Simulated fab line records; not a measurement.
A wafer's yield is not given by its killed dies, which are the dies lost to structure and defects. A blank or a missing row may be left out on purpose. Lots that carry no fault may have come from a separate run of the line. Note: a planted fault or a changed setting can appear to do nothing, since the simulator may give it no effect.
The tool behind it: which one?    flow berkeley cmos170    42 wafers from 14 lots sampled at 5 of the route's 331 steps

## WHAT THE GAUGES READ, wafer by wafer
UCB170_CONTACT_CD_MEAS_90 targets a cd of 700 nm. Usual: cd nm at 699.9 nm, with a standard deviation of 1.6.
lot   measured      on         cd nm (nm)         flag
L428  day 6 23:40   cd sem-01  697.9 696.8 697.9  
L427  day 7 00:14   cd sem-01  699.4 699.3 699.2  
L426  day 7 00:31   cd sem-02  701.2 701.6 702.7  
L429  day 8 02:45   cd sem-02  695.2 698.0 696.7  
L430  day 8 03:02   cd sem-01  699.8 699.2 699.2  
L431  day 8 03:32   cd sem-01  699.7 698.6 700.3  
L435  day 9 15:55   cd sem-02  700.7 697.7 699.6  
L438  day 9 17:01   cd sem-02  699.6 700.1 699.1  
L439  day 9 21:35   cd sem-01  699.6 699.5 701.3  
L443  day 10 15:23  cd sem-01  702.2 698.9 699.9  
L441  day 10 20:16  cd sem-01  699.6 701.5 699.4  
L446  day 11 11:20  cd sem-02  701.1 700.5 698.5  
L445  day 11 11:27  cd sem-02  701.1 701.5 701.2  
L449  day 11 11:40  cd sem-02  697.1 700.1 699.8  

UCB170_V2_THK_MEAS_01. Usual: V2_TEOS_THK gives 1996 nm (standard deviation 25).
lot   measured      on             V2_TEOS_THK (nm)  flag
L428  day 7 14:22   film metro-02  1981 1981 2003    
L427  day 7 14:29   film metro-01  1960 2013 1996    
L426  day 7 14:35   film metro-02  1974 2031 2010    
L429  day 8 14:46   film metro-02  1996 2002 2014    
L430  day 8 15:24   film metro-04  1995 2001 2040    
L431  day 8 15:32   film metro-01  1976 1998 2018    
L435  day 10 06:41  film metro-02  936 966 979       OFF
L438  day 10 07:35  film metro-02  990 990 969       OFF
L439  day 10 10:11  film metro-04  1996 2028 2007    
L443  day 11 10:37  film metro-04  1961 1972 1952    
L441  day 11 10:47  film metro-02  1962 1994 2011    
L446  day 12 02:59  film metro-02  1982 2021 2029    
L445  day 12 03:15  film metro-02  1978 1983 1998    
L449  day 12 02:42  film metro-02  1940 1966 1990    

UCB170_V2_OVL_MEAS_13. Usual: V2_OVL gives 4 nm (standard deviation 5.7).
lot   measured      on          V2_OVL (nm)  flag
L428  day 7 16:08   overlay-02  3 2 0        
L427  day 7 16:32   overlay-01  10 12 5      
L426  day 7 16:46   overlay-02  4 7 2        
L429  day 8 16:40   overlay-02  0 1 1        
L430  day 8 17:16   overlay-02  -10 -5 -3    
L431  day 8 17:33   overlay-02  7 16 3       
L435  day 10 09:26  overlay-01  -2 8 -1      
L438  day 10 10:11  overlay-02  -4 -3 -4     
L439  day 10 14:59  overlay-02  8 1 6        
L443  day 11 12:18  overlay-01  1 8 -3       
L441  day 11 12:34  overlay-01  5 8 7        
L446  day 12 05:35  overlay-01  2 4 8        
L445  day 12 05:37  overlay-01  3 8 3        
L449  day 12 04:56  overlay-01  3 8 0        

## EACH LOT AND THE TOOL THAT RAN IT (in order: tool; ch and the chambers of the sampled wafers; start)
lot   UCB170_M1_ETCH_11                   UCB170_V2_CVD_00
L428  rie diel-02 ch 0,2, day 7 01:45     pecvd-01 ch 0,1,2, day 7 14:12
L427  rie diel-01 ch 0,3, day 7 02:14     pecvd-04 ch 0,1,2, day 7 14:19
L426  rie diel-02 ch 0,2, day 7 02:23     pecvd-02 ch 1,2, day 7 14:26
L429  rie diel-02 ch 0,1,3, day 8 04:19   pecvd-02 ch 1,2, day 8 14:37
L430  rie diel-04 ch 1,2,3, day 8 04:41   pecvd-01 ch 0,1,2, day 8 15:10
L431  rie diel-02 ch 0,3, day 8 05:16     pecvd-02 ch 0,1,2, day 8 15:22
L435  rie diel-01 ch 0,1,3, day 9 18:58   pecvd-02 ch 1,2, day 10 06:32
L438  rie diel-02 ch 0,1,2, day 9 19:42   pecvd-02 ch 0,1, day 10 07:25
L439  rie diel-04 ch 1,2, day 9 23:15     pecvd-04 ch 0,1, day 10 10:02
L443  rie diel-04 ch 0,1, day 10 19:38    pecvd-01 ch 0,1,2, day 11 10:28
L441  rie diel-01 ch 0,1,3, day 10 21:55  pecvd-04 ch 0,1,2, day 11 10:38
L446  rie diel-04 ch 1,2,3, day 11 13:18  pecvd-04 ch 0,1, day 12 02:49
L445  rie diel-02 ch 0,2,3, day 11 13:20  pecvd-01 ch 1,2, day 12 02:55
L449  rie diel-01 ch 1,2,3, day 11 14:01  pecvd-01 ch 0,2, day 12 02:33
- UCB170_M1_ETCH_11: etches BARC in N2/H2.
- UCB170_V2_CVD_00: deposits SiO2 from TEOS/O2, target thk 2000 nm, time 250 s.

## WHAT THE TOOLS THEMSELVES READ (means of the sampled wafers that have a number; where no wafer has one, the mark that the record gives instead)
UCB170_M1_ETCH_11. Usual: drypump motor current A 5.9 A, standard deviation 0.46; h2 flow sccm 200.0 sccm, standard deviation 0.58; n2 flow sccm 99.98 sccm, standard deviation 0.3; oes product au 0.991 a.u., standard deviation 0.014; throttle valve pct 13.22 %, standard deviation 0.2.
lot   tool         drypump motor current A (A)  h2 flow sccm (sccm)  n2 flow sccm (sccm)  oes product au (a.u.)  throttle valve pct (%)  flag
L428  rie diel-02  5.8                          199.5                99.98                0.991                  13.18                   
L427  rie diel-01  6.3                          200.4                100.23               0.986                  13.20                   
L426  rie diel-02  6.2                          200.1                100.11               0.992                  13.11                   
L429  rie diel-02  5.8                          199.9                99.86                0.986                  13.22                   
L430  rie diel-04  5.9                          199.6                100.15               1.002                  13.19                   
L431  rie diel-02  5.7                          199.2                99.92                1.003                  13.34                   
L435  rie diel-01  6.2                          199.7                99.82                0.999                  13.30                   
L438  rie diel-02  5.8                          200.5                100.13               0.982                  13.06                   
L439  rie diel-04  5.5                          199.7                99.82                1.001                  13.16                   
L443  rie diel-04  5.8                          200.0                100.06               0.989                  13.40                   
L441  rie diel-01  6.2                          199.9                99.83                1.007                  13.30                   
L446  rie diel-04  5.9                          199.5                99.85                0.993                  13.20                   
L445  rie diel-02  6.1                          200.0                99.59                0.990                  13.25                   
L449  rie diel-01  5.9                          199.6                99.67                1.004                  13.31                   

UCB170_V2_CVD_00. Usual: heater power w at 257 W, with a standard deviation of 53.
lot   tool      heater power w (W)  flag
L428  pecvd-01  287                 
L427  pecvd-04  247                 
L426  pecvd-02  219                 
L429  pecvd-02  243                 
L430  pecvd-01  239                 
L431  pecvd-02  218                 
L435  pecvd-02  211                 
L438  pecvd-02  279                 
L439  pecvd-04  317                 
L443  pecvd-01  266                 
L441  pecvd-04  269                 
L446  pecvd-04  253                 
L445  pecvd-01  278                 
L449  pecvd-01  241                 

## THE ANSWER, worked out from the rows above alone
Rule: lot off if the mean of its wafers having a number is beyond 3 standard deviations from the usual mean. A lot without any number at a reading at which 4 lots or more have one is off too. Where the step has rows for the other lots, those lots are counted as sound. After the gauges, taken in route order, come the tools' own readings; for these a lot's mean is taken, as printed above. The first step at which some lot is off is used, and at that step the reading that is off furthest; a lot without a number counts as furthest.
Off: at UCB170_V2_THK_MEAS_01 (V2_TEOS_THK), L435, L438.
A tool fits if, at a process step before that reading, it ran every lot that is off, and no sound lot after the first of them. The gauges at UCB170_V2_THK_MEAS_01 are tried like those tools. One fits: UCB170_V2_CVD_00 on pecvd-02. A fault onset in the window from L431 (day 8 15:22, its last sound lot) to L435 (day 10 06:32, its first lot off) fits.

## WHAT THE SIMULATOR HAD INSERTED
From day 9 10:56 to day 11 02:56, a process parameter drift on pecvd-02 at UCB170_V2_CVD_00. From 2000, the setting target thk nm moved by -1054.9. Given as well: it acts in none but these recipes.
Struck lots among those shown: L435, L438. This agrees with what the rule above found.
